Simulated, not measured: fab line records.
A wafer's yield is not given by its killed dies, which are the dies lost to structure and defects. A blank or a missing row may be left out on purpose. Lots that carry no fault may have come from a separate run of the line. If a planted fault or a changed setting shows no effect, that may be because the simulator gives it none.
A struck lot beside a sound one | flow rit cmos | 44 steps out of a route of 202
Sound: the wafers L474.1, L474.3, L474.5. Wafers struck: L482.1, L482.2, L482.6. At the end, the cause is stated.
Each step with rows lists, per side, the tool, then ch with its chambers, then its first start. Under that, the readings that differ: sound wafers | struck wafers | difference of the means | sigmas: that difference in standard deviations of wafers without a fault.
alike: words and numbers the same on both sides, and readings whose means are apart by under 2 such deviations; not compared: readings that were withheld, readings missing a value for some wafer, numbers with overlapping values and no deviation given by the record, and bounds like >300 which may hide the same value.
Wherever a step has rows on one side only, a row that says differs or no value, or a row with sigmas, the two part there. Numbers that have no deviation but don't overlap get no sigmas and don't part them. A reading that every wafer of one side lacks parts them only if that side has two wafers or more.

first, 3 steps without rows for these wafers: RIT_GATE_EXPOSE_13 (exposes mask M6, target cd 150 nm); RIT_GATE_PEB_14; RIT_GATE_DEVELOP_15 (develop time 50 s).
RIT_GATE_CD_MEAS_16 targets a cd of 150 nm.
  struck on cd sem-02, day 4 12:40; sound on cd sem-01, day 2 22:31
  alike: cd nm
RIT_GATE_OVL_MEAS_17:
  struck on overlay-02, day 4 12:47; sound on overlay-01, day 2 22:38
  alike: GATE_OVL
then, 1 step without rows for these wafers: RIT_GATE_HARDBAKE_18 (time 60 s).
RIT_GATE_ETCH_19: etches poly-Si in SF6/CHF3/O2, stops on SiO2, time 165 s, target depth 312.5 nm.
  sound on rie si-02 ch 1,3, day 2 22:49; struck on rie si-02 ch 1,2,3, day 4 12:59
  alike: drypump motor current A, oes product au, rf fwd power W, throttle valve pct
  not compared: rf hours counter h
RIT_GATE_STRIP_20: strips in O2, time 180 s.
  sound on plasma asher-04 ch 0,1, day 2 22:56; struck on plasma asher-02 ch 0,1, day 4 13:05
  reading                     | sound       | struck      | difference | sigmas
  drypump motor current A (A) | 5.2 5.7 5.2 | 6.0 6.3 6.0 | +0.7       | +2
  alike: o2 flow sccm
  not compared: rf hours counter h
RIT_GATE_CD_MEAS_90 targets a cd of 150 nm.
  struck on cd sem-02, day 4 13:16; sound on cd sem-02, day 2 23:07
  alike: cd nm
then, 3 steps without rows for these wafers: RIT_REOX_CLEAN_00 (cleans in SC1, time 600 s); RIT_REOX_CLEAN_01 (cleans in dHF, time 30 s); RIT_REOX_CLEAN_02 (cleans in SC2, time 600 s).
RIT_REOX_OXIDATION_03: target thk 25.2 nm, ox time 5580 s.
  sound on furnace-03 ch 0, day 3 00:28; struck on furnace-03 ch 0, day 4 13:49
  reading                                     | sound           | struck            | difference | sigmas
  model.SiO2_of_REOX_OXIDATION_03.thk nm (nm) | 25.06 24.8 25.5 | 14.63 14.48 14.45 | -10.60     |
  alike: spike tc source C
  not compared: model.poly-Si_of_GATE_CVD_08.thk nm
RIT_REOX_THK_MEAS_04:
  struck on film metro-01, day 4 16:22; sound on film metro-03, day 3 03:01
  reading             | sound          | struck         | difference | sigmas
  REOX_OXIDE_THK (nm) | 25.1 24.8 25.5 | 14.6 14.5 14.5 | -10.6      | -19
then, 6 steps without rows for these wafers: RIT_NLDD_HMDS_00 (prime time 60 s); RIT_NLDD_COAT_01 (resist thk 1000 nm); RIT_NLDD_SOFTBAKE_02 (time 60 s); RIT_NLDD_EXPOSE_03 (exposes mask M7, target cd 40700 nm); RIT_NLDD_PEB_04; RIT_NLDD_DEVELOP_05 (develop time 50 s).
RIT_NLDD_OVL_MEAS_06:
  struck on overlay-02, day 4 17:19; sound on overlay-01, day 3 04:03
  alike: NLDD_OVL
then, 2 steps without rows for these wafers: RIT_NLDD_HARDBAKE_07 (time 60 s); RIT_NLDD_IMPLANT_08.
RIT_NLDD_STRIP_09: strips in O2, time 180 s.
  sound on plasma asher-02 ch 0,1, day 3 04:23; struck on plasma asher-02 ch 0,1, day 4 17:40
  alike: drypump motor current A, o2 flow sccm
  not compared: rf hours counter h
RIT_NLDD_TW_MEAS_10:
  struck on film metro-04, day 4 17:50; sound on film metro-03, day 3 04:34
  alike: NLDD_TW
then, 6 steps without rows for these wafers: RIT_PLDD_HMDS_00 (prime time 60 s); RIT_PLDD_COAT_01 (resist thk 1000 nm); RIT_PLDD_SOFTBAKE_02 (time 60 s); RIT_PLDD_EXPOSE_03 (exposes mask M8, target cd 40900 nm); RIT_PLDD_PEB_04; RIT_PLDD_DEVELOP_05 (develop time 50 s).
RIT_PLDD_OVL_MEAS_06:
  struck on overlay-02, day 4 18:52; sound on overlay-02, day 3 05:46
  alike: PLDD_OVL
then, 2 steps without rows for these wafers: RIT_PLDD_HARDBAKE_07 (time 60 s); RIT_PLDD_IMPLANT_08.
RIT_PLDD_STRIP_09: strips in O2, time 180 s.
  sound on plasma asher-01 ch 0,1, day 3 06:08; struck on plasma asher-04 ch 0,1, day 4 19:12
  alike: drypump motor current A, o2 flow sccm
  not compared: rf hours counter h
RIT_PLDD_TW_MEAS_10:
  struck on film metro-04, day 4 19:23; sound on film metro-03, day 3 06:19
  alike: PLDD_TW
RIT_SPACER_CLEAN_00: cleans in SC1, time 600 s.
  sound on wet bench-01 ch 2, day 3 06:22; struck on wet bench-03 ch 3, day 4 19:26
  reading                                     | sound             | struck            | difference | sigmas
  model.SiO2_of_REOX_OXIDATION_03.thk nm (nm) | 23.16 22.91 23.56 | 13.51 13.37 13.33 | -9.81      |
then, 3 steps without rows for these wafers: RIT_SPACER_CLEAN_01 (cleans in dHF, time 30 s); RIT_SPACER_CLEAN_02 (cleans in SC2, time 600 s); RIT_SPACER_CVD_03 (deposits Si3N4 from SiH2Cl2/NH3, target thk 250 nm, time 3300 s).
RIT_SPACER_THK_MEAS_04:
  struck on film metro-01, day 4 21:44; sound on film metro-02, day 3 08:41
  alike: SPACER_NITRIDE_THK
RIT_SPACER_ETCHBACK_05: etches Si3N4 in SF6/CHF3, stops on SiO2, target depth 250 nm, time 240 s.
  sound on rie diel-04 ch 1,2,3, day 3 08:44; struck on rie diel-04 ch 0,1, day 4 21:48
  alike: drypump motor current A, oes product au, rf fwd power W, throttle valve pct
  not compared: rf hours counter h
RIT_SDANNEAL_CLEAN_02: cleans in SC2, time 600 s.
  sound on wet bench-04 ch 3, day 3 12:21; struck on wet bench-01 ch 0, day 5 01:15
  not compared: model.poly-Si_of_GATE_CVD_08.thk nm
RIT_M1_PROBE_99:
  struck on prober-01, day 5 09:00; sound on prober-01, day 3 19:52
  reading                             | sound             | struck            | difference | sigmas
  model.etest.pmos turned.r on ohm um | 3447 3351 3476    | 2616 2766 2606    | -762       |
  model.etest.pmos_0p3.r on ohm um    | 6251 6203 6260    | 5690 5874 5626    | -508       |
  model.etest.pmos_0p15.r on ohm um   | 2807 2733 2781    | 2217 2385 2215    | -501       |
  model.etest.pldd.rs ohm sq          | 498.8 486.3 519.9 | 255.4 253.7 253.1 | -247.6     |
  model.etest.nldd.rs ohm sq          | 384.3 374.4 389.4 | 246.8 246.2 246.1 | -136.3     |
  model.etest.nmos_0p15.r on ohm um   | 1208 1138 1130    | 992.4 1046 993.3  | -148.1     |
  model.etest.nmos_0p3.r on ohm um    | 2171 2144 2158    | 2041 2088 2034    | -103       |
  model.etest.nmos turned.drive ua um | 325 328.8 307.9   | 423.5 412 426.5   | +100.1     |
  alike: killed_at_M0_to_M3, killed at contacts, killed at front end, killed dies, killed on rim, killed open, killed short

## WHERE THEY PART
At RIT_GATE_STRIP_20 first; at RIT_REOX_THK_MEAS_04 last (within this record only). Later steps at which nothing parts them and some readings are alike: RIT_NLDD_OVL_MEAS_06, RIT_NLDD_STRIP_09, RIT_NLDD_TW_MEAS_10, RIT_PLDD_OVL_MEAS_06, RIT_PLDD_STRIP_09, RIT_PLDD_TW_MEAS_10, RIT_SPACER_THK_MEAS_04, RIT_SPACER_ETCHBACK_05, RIT_M1_PROBE_99.

WHY: what the simulator had put in
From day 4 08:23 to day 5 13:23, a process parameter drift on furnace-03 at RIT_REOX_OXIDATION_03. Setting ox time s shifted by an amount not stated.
